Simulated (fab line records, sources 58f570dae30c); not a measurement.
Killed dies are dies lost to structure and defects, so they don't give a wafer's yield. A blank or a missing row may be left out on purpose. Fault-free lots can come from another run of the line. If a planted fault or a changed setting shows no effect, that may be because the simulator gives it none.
Which tool did it? || flow berkeley cmos170 || 15 lots, 45 wafers sampled, at 3 steps of a route of 331

## WHAT EACH GAUGE READ, for each wafer
UCB170_NLDD_TW_MEAS_11. Usual: NLDD_TW 2238, standard deviation 35.
{"lot": "L323", "measured": "day 5 22:40", "on": "film metro-02", "NLDD_TW": "2293 2298 2303", "flag": ""}
{"lot": "L324", "measured": "day 5 23:14", "on": "film metro-01", "NLDD_TW": "2213 2214 2217", "flag": ""}
{"lot": "L326", "measured": "day 6 17:40", "on": "film metro-01", "NLDD_TW": "2213 2216 2214", "flag": ""}
{"lot": "L330", "measured": "day 7 15:41", "on": "film metro-02", "NLDD_TW": "2279 2285 2289", "flag": ""}
{"lot": "L331", "measured": "day 8 01:52", "on": "film metro-02", "NLDD_TW": "2290 2286 2286", "flag": ""}
{"lot": "L332", "measured": "day 8 06:31", "on": "film metro-03", "NLDD_TW": "2105 2110 2100", "flag": "OFF"}
{"lot": "L333", "measured": "day 8 12:07", "on": "film metro-01", "NLDD_TW": "2067 2065 2070 2062 2067 2068", "flag": "OFF"}
{"lot": "L336", "measured": "day 9 04:10", "on": "film metro-03", "NLDD_TW": "2122 2123 2126", "flag": "OFF"}
{"lot": "L335", "measured": "day 9 04:23", "on": "film metro-01", "NLDD_TW": "2213 2207 2230", "flag": ""}
{"lot": "L340", "measured": "day 10 05:59", "on": "film metro-03", "NLDD_TW": "2247 2238 2248", "flag": ""}
{"lot": "L341", "measured": "day 10 06:52", "on": "film metro-01", "NLDD_TW": "2203 2195 2199", "flag": ""}
{"lot": "L342", "measured": "day 10 06:58", "on": "film metro-03", "NLDD_TW": "2238 2239 2242", "flag": ""}
{"lot": "L343", "measured": "day 10 18:15", "on": "film metro-03", "NLDD_TW": "2245 2240 2235", "flag": ""}
{"lot": "L346", "measured": "day 11 01:53", "on": "film metro-01", "NLDD_TW": "2204 2220 2214", "flag": ""}
{"lot": "L345", "measured": "day 11 02:49", "on": "film metro-02", "NLDD_TW": "2295 2298 2301", "flag": ""}

UCB170_SDANNEAL_RS_MEAS_05: a four-point-probe measurement. Usual: NLDD_RS 616.3 ohm/sq, standard deviation 1.4.
{"lot": "L323", "measured": "day 6 10:34", "on": "film metro-02", "NLDD_RS (ohm/sq)": "617.1 616.6 614.6", "flag": ""}
{"lot": "L324", "measured": "day 6 11:31", "on": "film metro-01", "NLDD_RS (ohm/sq)": "615.8 615.6 614.7", "flag": ""}
{"lot": "L326", "measured": "day 7 04:04", "on": "film metro-03", "NLDD_RS (ohm/sq)": "615.1 615.5 615.3", "flag": ""}
{"lot": "L330", "measured": "day 8 03:19", "on": "film metro-02", "NLDD_RS (ohm/sq)": "616.7 616.7 618.4", "flag": ""}
{"lot": "L331", "measured": "day 8 11:38", "on": "film metro-01", "NLDD_RS (ohm/sq)": "616.3 616.1 617.3", "flag": ""}
{"lot": "L332", "measured": "day 8 21:59", "on": "film metro-01", "NLDD_RS (ohm/sq)": "712.5 709.8 712.8 710.8 708.6 711.8", "flag": "OFF"}
{"lot": "L333", "measured": "day 9 03:22", "on": "film metro-02", "NLDD_RS (ohm/sq)": "708.3 707.7 706.9 709.6 707.9 709.5", "flag": "OFF"}
{"lot": "L336", "measured": "day 9 16:31", "on": "film metro-02", "NLDD_RS (ohm/sq)": "703.4 704.3 701.8 704.2 703.9 702.5", "flag": "OFF"}
{"lot": "L335", "measured": "day 9 16:12", "on": "film metro-03", "NLDD_RS (ohm/sq)": "615.9 616.8 614.6", "flag": ""}
{"lot": "L340", "measured": "day 10 16:12", "on": "film metro-01", "NLDD_RS (ohm/sq)": "617.0 617.7 617.2", "flag": ""}
{"lot": "L341", "measured": "day 10 15:53", "on": "film metro-02", "NLDD_RS (ohm/sq)": "618.3 617.4 618.0", "flag": ""}
{"lot": "L342", "measured": "day 10 15:51", "on": "film metro-03", "NLDD_RS (ohm/sq)": "615.9 615.4 617.1", "flag": ""}
{"lot": "L343", "measured": "day 11 06:11", "on": "film metro-02", "NLDD_RS (ohm/sq)": "616.0 616.7 615.8", "flag": ""}
{"lot": "L346", "measured": "day 11 10:41", "on": "film metro-01", "NLDD_RS (ohm/sq)": "617.4 616.6 617.0", "flag": ""}
{"lot": "L345", "measured": "day 11 11:22", "on": "film metro-01", "NLDD_RS (ohm/sq)": "616.1 615.3 618.3", "flag": ""}

## EACH LOT AND THE TOOL THAT RAN IT (in order: tool; ch and the chambers of the sampled wafers; start)
{"lot": "L323", "UCB170_NLDD_IMPLANT_08": "implanter-02 ch 0, day 5 22:17"}
{"lot": "L324", "UCB170_NLDD_IMPLANT_08": "implanter-03 ch 0, day 5 22:53"}
{"lot": "L326", "UCB170_NLDD_IMPLANT_08": "implanter-02 ch 0, day 6 17:16"}
{"lot": "L330", "UCB170_NLDD_IMPLANT_08": "implanter-03 ch 0, day 7 15:19"}
{"lot": "L331", "UCB170_NLDD_IMPLANT_08": "implanter-03 ch 0, day 8 01:29"}
{"lot": "L332", "UCB170_NLDD_IMPLANT_08": "implanter-03 ch 0, day 8 06:08"}
{"lot": "L333", "UCB170_NLDD_IMPLANT_08": "implanter-03 ch 0, day 8 11:43"}
{"lot": "L336", "UCB170_NLDD_IMPLANT_08": "implanter-03 ch 0, day 9 03:46"}
{"lot": "L335", "UCB170_NLDD_IMPLANT_08": "implanter-01 ch 0, day 9 03:59"}
{"lot": "L340", "UCB170_NLDD_IMPLANT_08": "implanter-02 ch 0, day 10 05:35"}
{"lot": "L341", "UCB170_NLDD_IMPLANT_08": "implanter-01 ch 0, day 10 06:30"}
{"lot": "L342", "UCB170_NLDD_IMPLANT_08": "implanter-02 ch 0, day 10 06:34"}
{"lot": "L343", "UCB170_NLDD_IMPLANT_08": "implanter-02 ch 0, day 10 17:51"}
{"lot": "L346", "UCB170_NLDD_IMPLANT_08": "implanter-02 ch 0, day 11 01:29"}
{"lot": "L345", "UCB170_NLDD_IMPLANT_08": "implanter-02 ch 0, day 11 02:27"}
- UCB170_NLDD_IMPLANT_08

## AS READ BY THE TOOLS THEMSELVES (means over the sampled wafers that have a number; for cases with no such wafer, the mark the record gives instead)
UCB170_NLDD_IMPLANT_08. Usual: beam on s 10.03 s, standard deviation 0.18; dose ions cm2 5.001e+13, standard deviation 5.8e+10; faraday current uA 158.2, standard deviation 2.8.
{"lot": "L323", "tool": "implanter-02", "beam on s (s)": 9.97, "dose ions cm2": 5.008e+13, "faraday current uA": 158.7, "flag": ""}
{"lot": "L324", "tool": "implanter-03", "beam on s (s)": 10.15, "dose ions cm2": 5.002e+13, "faraday current uA": 156.0, "flag": ""}
{"lot": "L326", "tool": "implanter-02", "beam on s (s)": 10.07, "dose ions cm2": 5.004e+13, "faraday current uA": 157.4, "flag": ""}
{"lot": "L330", "tool": "implanter-03", "beam on s (s)": 10.04, "dose ions cm2": 4.991e+13, "faraday current uA": 157.9, "flag": ""}
{"lot": "L331", "tool": "implanter-03", "beam on s (s)": 10.04, "dose ions cm2": 4.998e+13, "faraday current uA": 158.2, "flag": ""}
{"lot": "L332", "tool": "implanter-03", "beam on s (s)": 10.10, "dose ions cm2": 3.152e+13, "faraday current uA": 99.2, "flag": "OFF"}
{"lot": "L333", "tool": "implanter-03", "beam on s (s)": 9.99, "dose ions cm2": 3.156e+13, "faraday current uA": 99.7, "flag": "OFF"}
{"lot": "L336", "tool": "implanter-03", "beam on s (s)": 9.90, "dose ions cm2": 3.151e+13, "faraday current uA": 100.9, "flag": "OFF"}
{"lot": "L335", "tool": "implanter-01", "beam on s (s)": 10.05, "dose ions cm2": 4.997e+13, "faraday current uA": 157.7, "flag": ""}
{"lot": "L340", "tool": "implanter-02", "beam on s (s)": 9.99, "dose ions cm2": 5.003e+13, "faraday current uA": 158.5, "flag": ""}
{"lot": "L341", "tool": "implanter-01", "beam on s (s)": 9.95, "dose ions cm2": 4.999e+13, "faraday current uA": 159.4, "flag": ""}
{"lot": "L342", "tool": "implanter-02", "beam on s (s)": 9.97, "dose ions cm2": 5.004e+13, "faraday current uA": 159.2, "flag": ""}
{"lot": "L343", "tool": "implanter-02", "beam on s (s)": 10.07, "dose ions cm2": 5.002e+13, "faraday current uA": 157.4, "flag": ""}
{"lot": "L346", "tool": "implanter-02", "beam on s (s)": 10.11, "dose ions cm2": 5.001e+13, "faraday current uA": 157.2, "flag": ""}
{"lot": "L345", "tool": "implanter-02", "beam on s (s)": 10.09, "dose ions cm2": 5.003e+13, "faraday current uA": 157.2, "flag": ""}

## THE ANSWER, worked out from the rows above alone
Rule: a lot is off if the mean of its wafers that have a number lies more than 3 standard deviations from the usual mean. A lot without any number at a reading at which 4 lots or more have one is off too. All remaining lots with rows at the step are treated as sound. Order of review: gauges by route order, followed by the tools' own readings, for which a lot's mean as printed above is used. At the first step where some lot is off, the reading lying furthest off is the one used; lots without a number count as furthest.
Off: L332, L333, L336, at UCB170_NLDD_TW_MEAS_11 (NLDD_TW).
A tool fits if, at a process step before that reading, it ran every lot that is off, and no sound lot after the first of them. The gauges at UCB170_NLDD_TW_MEAS_11 aren't tried: what is off there is off at UCB170_NLDD_IMPLANT_08 too, on other tools, and a gauge's error can't cause that. One candidate fits, namely implanter-03 at UCB170_NLDD_IMPLANT_08. A fault onset in the window from L331 (day 8 01:29, its last sound lot) to L332 (day 8 06:08, its first lot off) fits.
The tool's own readings at UCB170_NLDD_IMPLANT_08 bear it out: on the lots that are off they differ by more than 5 times the standard deviation of the sound lots' means. dose ions cm2 reads 3.153e+13 there against 5.001e+13 on the sound lots; faraday current uA reads 99.9 there against 157.9 on the sound lots.

## WHAT WAS PUT IN BY THE SIMULATOR
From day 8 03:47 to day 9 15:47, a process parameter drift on implanter-03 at UCB170_NLDD_IMPLANT_08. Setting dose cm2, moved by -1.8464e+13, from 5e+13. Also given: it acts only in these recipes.
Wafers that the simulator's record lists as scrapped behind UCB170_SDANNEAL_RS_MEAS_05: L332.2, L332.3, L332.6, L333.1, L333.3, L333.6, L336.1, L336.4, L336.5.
Lots struck among those shown: L332, L333, L336. Same finding as the rule above.
